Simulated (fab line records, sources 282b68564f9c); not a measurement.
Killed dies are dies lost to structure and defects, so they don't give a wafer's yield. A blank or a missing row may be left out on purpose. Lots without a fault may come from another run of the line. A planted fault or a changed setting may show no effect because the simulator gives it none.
Problem report in the 8D (eight disciplines) form, filled by code | flow rit_cmos | the parts of the form that need people (team, actions taken, sign-off) are left out

1. THE PROBLEM
PSD_TW at RIT_PSD_TW_MEAS_10 reads a mean of 3306 on 6 wafers of 2 lots; wafers without a fault read 3444 with a standard deviation of 27. That is -5.1 standard deviations from the usual mean.
First seen on wafer L728.2, day 5 17:55, on film_metro-03. The record holds 42 wafers of 14 lots with a number at this step. Rule for "out", or "out of limits": more than 4 standard deviations from the usual mean. The other wafers with a number count as sound.

2. WHAT IT IS AND WHAT IT IS NOT
question                    | is                     | is not
which readings at this step | PSD_TW                 | -
which lots                  | L728, L732             | L716, L717, L718, L720, L721, L722, L723, L724, L726, L730, L736, L737
which wafers of those lots  | all that have a number | -
read on which gauges        | film_metro-03          | film_metro-01, film_metro-04
when                        | from day 5 17:55       | up to then (27 sound wafers); but 9 sound wafers of L730, L736, L737 came after

3. SUSPECTS, AND WHAT RULES EACH OUT
Counting: a tool at a process step up to the reading stays a suspect if it ran every lot that is out and no sound lot after the first of them.
- the gauge at RIT_PSD_TW_MEAS_10: ruled out. All the wafers that are out were read on film_metro-03, but those of them that RIT_PSD_IMPLANT_08 has rows for are out there too, on other tools.
- implanter-02 at RIT_PSD_IMPLANT_08: kept. It ran every lot that is out, first L728 (day 5 17:36), and no sound lot after that; its last sound lot up to then is L726 (day 5 09:00). Its own readings are out on those wafers: tilt_deg.
Left after counting: implanter-02 at RIT_PSD_IMPLANT_08.

4. THE CAUSE (what the simulator had put in)
Process parameter drift: implanter-02, from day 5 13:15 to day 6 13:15, at RIT_PSD_IMPLANT_08. Setting tilt_deg, moved by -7, from 7. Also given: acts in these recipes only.
Counting left only this tool.

5. THE CHAIN OF EFFECTS, in route order
Each row: a reading whose mean over the struck wafers that have a number lies more than 3 standard deviations from the usual. Only readings for which the record gives a usual standard deviation are gone through. hours: the time from each lot's start at the first step in this table that gives one to its start at this step, as a median over the lots. sigmas: the change in usual standard deviations.
hours | step                    | reading  | usual         | on struck wafers | change | sigmas
0     | RIT_PSD_IMPLANT_08      | tilt_deg | 6.996 degrees | -0.021           | -7.017 | -99 or more
0     | RIT_PSD_TW_MEAS_10      | PSD_TW   | 3444          | 3306             | -138   | -5.1
1     | RIT_SDANNEAL_RS_MEAS_04 | PSD_RS   | 115.8 ohm/sq  | 124.5            | +8.8   | +27
The process steps in it:
- RIT_PSD_IMPLANT_08

6. WHAT WOULD HAVE CAUGHT IT SOONER
In this record the first reading out of limits at a measuring or inspecting step was taken at day 5 17:55, 5 hours after the fault began at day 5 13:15.
The tool's own readings at RIT_PSD_IMPLANT_08 were out on every struck wafer that the step has a row for (tilt_deg): an alarm limit on them would have fired on the first of those.
Of the lots that are out (2), L732 began RIT_PSD_IMPLANT_08 on implanter-02 after day 5 17:55. A hold on the tool at that time would have spared it.
